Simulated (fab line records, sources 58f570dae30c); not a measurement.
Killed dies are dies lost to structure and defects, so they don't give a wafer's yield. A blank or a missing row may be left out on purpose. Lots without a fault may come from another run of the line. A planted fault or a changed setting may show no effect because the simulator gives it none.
One fault seen from 2 desks | flow berkeley_cmos170 | each desk has only its own numbers; what lay behind them comes last

THE TOOL OWNER'S DESK: implanter-04
The tool's own readings at UCB170_NLDD_IMPLANT_09: means of the sampled wafers that have a number, for each lot that ran on this tool. A lot is out of limits, marked OUT, if its mean lies more than 4 standard deviations from the usual mean; the brackets give that distance.
Columns: A = dose_ions_cm2 at UCB170_NLDD_IMPLANT_09, usual 5.002e+13; B = faraday_current_uA at UCB170_NLDD_IMPLANT_09, usual 158.8
lot  | first seen here | A                           | B
L145 | day 7 22:19     | 5.001e+13                   | 157.1
L147 | day 8 10:40     | 5.002e+13                   | 160.8
L150 | day 8 11:14     | 4.996e+13                   | 157.2
L148 | day 8 11:31     | 5.001e+13                   | 159.1
L152 | day 8 23:14     | 5.006e+13                   | 156.9
L156 | day 10 06:29    | 5.002e+13                   | 160.2
L159 | day 10 08:13    | 4.399e+13 (-99 or more) OUT | 140.8 (-6.0) OUT
L162 | day 11 07:55    | 4.408e+13 (-99 or more) OUT | 138.9 (-6.6) OUT
This desk's finding: out of limits on L159, L162; first on L159, day 10 08:13 (dose_ions_cm2 at UCB170_NLDD_IMPLANT_09). In limits: L145, L147, L150, L148, L152, L156.

THE METROLOGY DESK
What the gauges read, lot by lot, whatever tool the lot ran on: means of the sampled wafers that have a number. A lot is out of limits, marked OUT, if its mean lies more than 4 standard deviations from the usual mean; the brackets give that distance.
Columns: A = SACOX_OXIDE_THK at UCB170_SACOX_THK_MEAS_02, usual 14.18 nm; B = NLDD_RS at UCB170_SDANNEAL_RS_MEAS_05, usual 618.0 ohm/sq; C = M1_AL_RS at UCB170_M1_RS_MEAS_01, usual 0.0487 ohm/sq; D = M3_OVL at UCB170_M3_OVL_MEAS_16, usual 3 nm
lot  | first seen here | A     | B               | C      | D
L146 | day 6 02:52     | 14.05 | 618.8           | 0.0497 | 4
L145 | day 6 02:52     | 14.24 | 617.7           | 0.0484 | 11
L147 | day 6 19:27     | 13.85 | 616.9           | 0.0484 | -0
L148 | day 6 19:27     | 14.38 | 618.5           | 0.0488 | 3
L150 | day 7 02:56     | 14.19 | 618.3           | 0.0489 | 5
L151 | day 7 11:39     | 14.06 | 620.2           | 0.0487 | 5
L152 | day 7 11:39     | 13.89 | 619.4           | 0.0480 | -3
L153 | day 7 21:03     | 14.21 | 617.1           | 0.0491 | 6
L156 | day 8 18:31     | 14.30 | 619.1           | 0.0493 | 8
L159 | day 8 18:32     | 14.36 | 645.3 (+23) OUT | 0.0499 | 6
L162 | day 9 14:27     | 14.10 | 643.8 (+21) OUT | 0.0489 | 14
L165 | day 10 11:27    | 14.19 | 618.5           | 0.0484 | 6
L166 | day 10 19:37    | 13.93 | 617.4           | 0.0485 | 2
L167 | day 10 19:43    | 14.38 | 617.5           | 0.0484 | -0
This desk's finding: out of limits on L159, L162; first on L159, day 10 18:55 (NLDD_RS at UCB170_SDANNEAL_RS_MEAS_05). In limits: L146, L145, L147, L148, L150, L151, L152, L153, L156, L165, L166, L167.

PUT TOGETHER
The tool owner's desk could have raised an alarm at day 10 08:13, on L159, L162.
The metrology desk could have raised an alarm at day 10 18:55, on L159, L162.
Of the lots named, all ran UCB170_NLDD_IMPLANT_09 on implanter-04.

WHAT THE SIMULATOR HAD PUT IN
Process parameter drift: implanter-04, from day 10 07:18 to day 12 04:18, at UCB170_NLDD_IMPLANT_09. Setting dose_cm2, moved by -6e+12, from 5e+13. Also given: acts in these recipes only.
Lots struck among those shown: L159, L162.
Hours from the fault's start to each desk's first reading out of limits: the tool owner's desk, 1; the metrology desk, 12.
